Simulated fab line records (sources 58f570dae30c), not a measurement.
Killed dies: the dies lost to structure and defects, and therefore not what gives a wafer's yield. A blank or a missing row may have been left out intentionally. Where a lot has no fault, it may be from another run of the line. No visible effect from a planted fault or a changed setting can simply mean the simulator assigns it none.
Which of the tools did it? :: flow berkeley-cmos170 :: 45 wafers from 15 lots sampled at 3 of the route's 331 steps

== WHAT EACH GAUGE READ, for each wafer ==
UCB170_NSD_CD_MEAS_06 targets a cd of 1200 nm.
lot: L511
measured: day 6 06:49
on: cd-sem-01
cd-nm (nm): 1199.7 1199.7 1200.0

lot: L513
measured: day 6 17:47
on: cd-sem-02
cd-nm (nm): 1202.4 1201.9 1201.7

lot: L516
measured: day 7 20:53
on: cd-sem-01
cd-nm (nm): 1198.9 1198.3 1198.6

lot: L518
measured: day 7 21:30
on: cd-sem-01
cd-nm (nm): 1199.4 1200.4 1200.3

lot: L523
measured: day 9 10:27
on: cd-sem-01
cd-nm (nm): 1200.9 1200.6 1202.4

lot: L527
measured: day 9 19:28
on: cd-sem-02
cd-nm (nm): 1198.8 1198.2 1198.3

lot: L526
measured: day 10 04:07
on: cd-sem-02
cd-nm (nm): 1198.9 1198.5 1198.5

lot: L528
measured: day 10 20:29
on: cd-sem-01
cd-nm (nm): 1200.1 1200.3 1198.1

lot: L530
measured: day 10 21:30
on: cd-sem-02
cd-nm (nm): 1199.6 1200.3 1199.7

lot: L532
measured: day 10 21:45
on: cd-sem-02
cd-nm (nm): 1199.8 1199.9 1199.5

lot: L534
measured: day 11 14:07
on: cd-sem-01
cd-nm (nm): 1197.5 1197.3 1196.5

lot: L533
measured: day 11 13:58
on: cd-sem-01
cd-nm (nm): 1200.9 1198.6 1199.8

== EACH LOT AND THE TOOL THAT RAN IT (in order: tool; ch and the chambers of the sampled wafers; start) ==
lot: L511
UCB170_GATE_STRIP_16: plasma-asher-01 ch 0,1, day 5 17:12
UCB170_SPACER_ETCHBACK_03: rie-diel-04 ch 2,3, day 6 02:01

lot: L513
UCB170_GATE_STRIP_16: plasma-asher-02 ch 0,1, day 6 04:50
UCB170_SPACER_ETCHBACK_03: rie-diel-03 ch 1,2, day 6 12:37

lot: L514
UCB170_GATE_STRIP_16: plasma-asher-02 ch 0,1, day 6 14:24
UCB170_SPACER_ETCHBACK_03: rie-diel-02 ch 1,2,3, day 6 22:47

lot: L515
UCB170_GATE_STRIP_16: plasma-asher-04 ch 0,1, day 6 18:57
UCB170_SPACER_ETCHBACK_03: rie-diel-03 ch 0,1, day 7 03:32

lot: L517
UCB170_GATE_STRIP_16: plasma-asher-02 ch 0,1, day 7 06:26
UCB170_SPACER_ETCHBACK_03: rie-diel-04 ch 0,2,3, day 7 13:50

lot: L516
UCB170_GATE_STRIP_16: plasma-asher-04 ch 0,1, day 7 06:33
UCB170_SPACER_ETCHBACK_03: rie-diel-03 ch 0,1,2, day 7 18:21

lot: L518
UCB170_GATE_STRIP_16: plasma-asher-02 ch 0,1, day 7 10:17
UCB170_SPACER_ETCHBACK_03: rie-diel-02 ch 0,1, day 7 18:21

lot: L523
UCB170_GATE_STRIP_16: plasma-asher-01 ch 0,1, day 8 21:32
UCB170_SPACER_ETCHBACK_03: rie-diel-04 ch 2,3, day 9 07:08

lot: L527
UCB170_GATE_STRIP_16: plasma-asher-01 ch 0,1, day 9 05:56
UCB170_SPACER_ETCHBACK_03: rie-diel-03 ch 1,3, day 9 16:14

lot: L526
UCB170_GATE_STRIP_16: plasma-asher-02 ch 0,1, day 9 17:17
UCB170_SPACER_ETCHBACK_03: rie-diel-04 ch 0,1,3, day 10 00:35

lot: L528
UCB170_GATE_STRIP_16: plasma-asher-02 ch 0,1, day 10 05:44
UCB170_SPACER_ETCHBACK_03: rie-diel-04 ch 2,3, day 10 17:08

lot: L530
UCB170_GATE_STRIP_16: plasma-asher-04 ch 0,1, day 10 06:17
UCB170_SPACER_ETCHBACK_03: rie-diel-04 ch 0,1,2, day 10 17:13

lot: L532
UCB170_GATE_STRIP_16: plasma-asher-02 ch 0,1, day 10 06:25
UCB170_SPACER_ETCHBACK_03: rie-diel-03 ch 0,1,3, day 10 17:13

lot: L534
UCB170_GATE_STRIP_16: plasma-asher-01 ch 0,1, day 10 22:03
UCB170_SPACER_ETCHBACK_03: rie-diel-03 ch 1,2,3, day 11 07:08

lot: L533
UCB170_GATE_STRIP_16: plasma-asher-02 ch 0,1, day 10 22:16
UCB170_SPACER_ETCHBACK_03: rie-diel-03 ch 2,3, day 11 07:04
- UCB170_GATE_STRIP_16: strips in O2.
- UCB170_SPACER_ETCHBACK_03: etches SiO2 in CHF3/CF4/Ar, stops on Si, target depth 376 nm, time 100 s.

== WHAT THE TOOLS THEMSELVES READ (means of the sampled wafers that have a number; where no wafer has one, the mark that the record gives instead) ==
UCB170_GATE_STRIP_16.
lot: L511
tool: plasma-asher-01
drypump-motor-current-A (A): 5.6
oes-product-au (a.u.): 0.727

lot: L513
tool: plasma-asher-02
drypump-motor-current-A (A): 6.0
oes-product-au (a.u.): 0.724

lot: L514
tool: plasma-asher-02
drypump-motor-current-A (A): 6.1
oes-product-au (a.u.): 0.727

lot: L515
tool: plasma-asher-04
drypump-motor-current-A (A): 5.1
oes-product-au (a.u.): 0.724

lot: L517
tool: plasma-asher-02
drypump-motor-current-A (A): 6.0
oes-product-au (a.u.): 0.724

lot: L516
tool: plasma-asher-04
drypump-motor-current-A (A): 5.0
oes-product-au (a.u.): 0.722

lot: L518
tool: plasma-asher-02
drypump-motor-current-A (A): 6.0
oes-product-au (a.u.): 0.724

lot: L523
tool: plasma-asher-01
drypump-motor-current-A (A): 5.6
oes-product-au (a.u.): 0.726

lot: L527
tool: plasma-asher-01
drypump-motor-current-A (A): 5.6
oes-product-au (a.u.): 0.721

lot: L526
tool: plasma-asher-02
drypump-motor-current-A (A): 6.1
oes-product-au (a.u.): 0.719

lot: L528
tool: plasma-asher-02
drypump-motor-current-A (A): 6.1
oes-product-au (a.u.): 0.723

lot: L530
tool: plasma-asher-04
drypump-motor-current-A (A): 5.0
oes-product-au (a.u.): 0.729

lot: L532
tool: plasma-asher-02
drypump-motor-current-A (A): 6.0
oes-product-au (a.u.): 0.722

lot: L534
tool: plasma-asher-01
drypump-motor-current-A (A): 5.4
oes-product-au (a.u.): 0.724

lot: L533
tool: plasma-asher-02
drypump-motor-current-A (A): 5.9
oes-product-au (a.u.): 0.726

UCB170_SPACER_ETCHBACK_03.
lot: L511
tool: rie-diel-04
CHF3_flow_sccm (sccm): 50.03
cf4-flow-sccm (sccm): 9.97
drypump-motor-current-A (A): 5.7
oes-product-au (a.u.): 0.930
throttle-valve-pct (%): 6.58

lot: L513
tool: rie-diel-03
CHF3_flow_sccm (sccm): 49.95
cf4-flow-sccm (sccm): 10.01
drypump-motor-current-A (A): 6.0
oes-product-au (a.u.): 0.900
throttle-valve-pct (%): 6.44

lot: L514
tool: rie-diel-02
CHF3_flow_sccm (sccm): -
cf4-flow-sccm (sccm): -
drypump-motor-current-A (A): -
oes-product-au (a.u.): -
throttle-valve-pct (%): -

lot: L515
tool: rie-diel-03
CHF3_flow_sccm (sccm): -
cf4-flow-sccm (sccm): -
drypump-motor-current-A (A): -
oes-product-au (a.u.): -
throttle-valve-pct (%): -

lot: L517
tool: rie-diel-04
CHF3_flow_sccm (sccm): -
cf4-flow-sccm (sccm): -
drypump-motor-current-A (A): -
oes-product-au (a.u.): -
throttle-valve-pct (%): -

lot: L516
tool: rie-diel-03
CHF3_flow_sccm (sccm): 50.20
cf4-flow-sccm (sccm): 10.02
drypump-motor-current-A (A): 6.1
oes-product-au (a.u.): 0.882
throttle-valve-pct (%): 6.42

lot: L518
tool: rie-diel-02
CHF3_flow_sccm (sccm): 49.80
cf4-flow-sccm (sccm): 10.02
drypump-motor-current-A (A): 5.6
oes-product-au (a.u.): 0.895
throttle-valve-pct (%): 6.56

lot: L523
tool: rie-diel-04
CHF3_flow_sccm (sccm): 50.01
cf4-flow-sccm (sccm): 10.03
drypump-motor-current-A (A): 6.0
oes-product-au (a.u.): 0.927
throttle-valve-pct (%): 6.60

lot: L527
tool: rie-diel-03
CHF3_flow_sccm (sccm): 49.90
cf4-flow-sccm (sccm): 10.00
drypump-motor-current-A (A): 6.0
oes-product-au (a.u.): 0.884
throttle-valve-pct (%): 6.42

lot: L526
tool: rie-diel-04
CHF3_flow_sccm (sccm): 49.97
cf4-flow-sccm (sccm): 10.00
drypump-motor-current-A (A): 5.6
oes-product-au (a.u.): 0.905
throttle-valve-pct (%): 6.54

lot: L528
tool: rie-diel-04
CHF3_flow_sccm (sccm): 50.25
cf4-flow-sccm (sccm): 9.97
drypump-motor-current-A (A): 5.7
oes-product-au (a.u.): 0.923
throttle-valve-pct (%): 6.58

lot: L530
tool: rie-diel-04
CHF3_flow_sccm (sccm): 49.87
cf4-flow-sccm (sccm): 9.98
drypump-motor-current-A (A): 5.8
oes-product-au (a.u.): 0.899
throttle-valve-pct (%): 6.57

lot: L532
tool: rie-diel-03
CHF3_flow_sccm (sccm): 49.92
cf4-flow-sccm (sccm): 10.00
drypump-motor-current-A (A): 6.1
oes-product-au (a.u.): 0.901
throttle-valve-pct (%): 6.43

lot: L534
tool: rie-diel-03
CHF3_flow_sccm (sccm): 50.19
cf4-flow-sccm (sccm): 10.02
drypump-motor-current-A (A): 6.0
oes-product-au (a.u.): 0.902
throttle-valve-pct (%): 6.43

lot: L533
tool: rie-diel-03
CHF3_flow_sccm (sccm): 49.99
cf4-flow-sccm (sccm): 9.99
drypump-motor-current-A (A): 6.0
oes-product-au (a.u.): 0.903
throttle-valve-pct (%): 6.36

== THE ANSWER, worked out from the rows above alone ==
Rule: usual is defined by the lots themselves. The widest of any qualifying gaps counts: lots, ordered by their means at a reading, are off when they make up no more than a third of the lots, leave a main group of 4 or more, and stand apart from it by 3 or more times the standard deviation of that group's means. A main group whose means are all the same, to the digits that the tables above print for the reading, isn't used. A lot without any number at a reading at which 4 lots or more have one is off too. Any other lot the step has rows for is counted as sound. After the gauges, taken in route order, come the tools' own readings; for these a lot's mean is taken, as printed above. At the first step where some lot is off, the reading lying furthest off is the one used; lots without a number count as furthest.
Off: L514, L515, L517, at UCB170_SPACER_ETCHBACK_03 (CHF3_flow_sccm). Without a number there: L514, L515, L517. Mean 50.01 sccm and standard deviation 0.13 in the main group.
If a tool, at that step or one of the process steps before it, ran each lot that is off and ran no sound lot following the first of them, it fits. Of those tried, none fits.

== WHAT HAD BEEN PUT IN BY THE SIMULATOR ==
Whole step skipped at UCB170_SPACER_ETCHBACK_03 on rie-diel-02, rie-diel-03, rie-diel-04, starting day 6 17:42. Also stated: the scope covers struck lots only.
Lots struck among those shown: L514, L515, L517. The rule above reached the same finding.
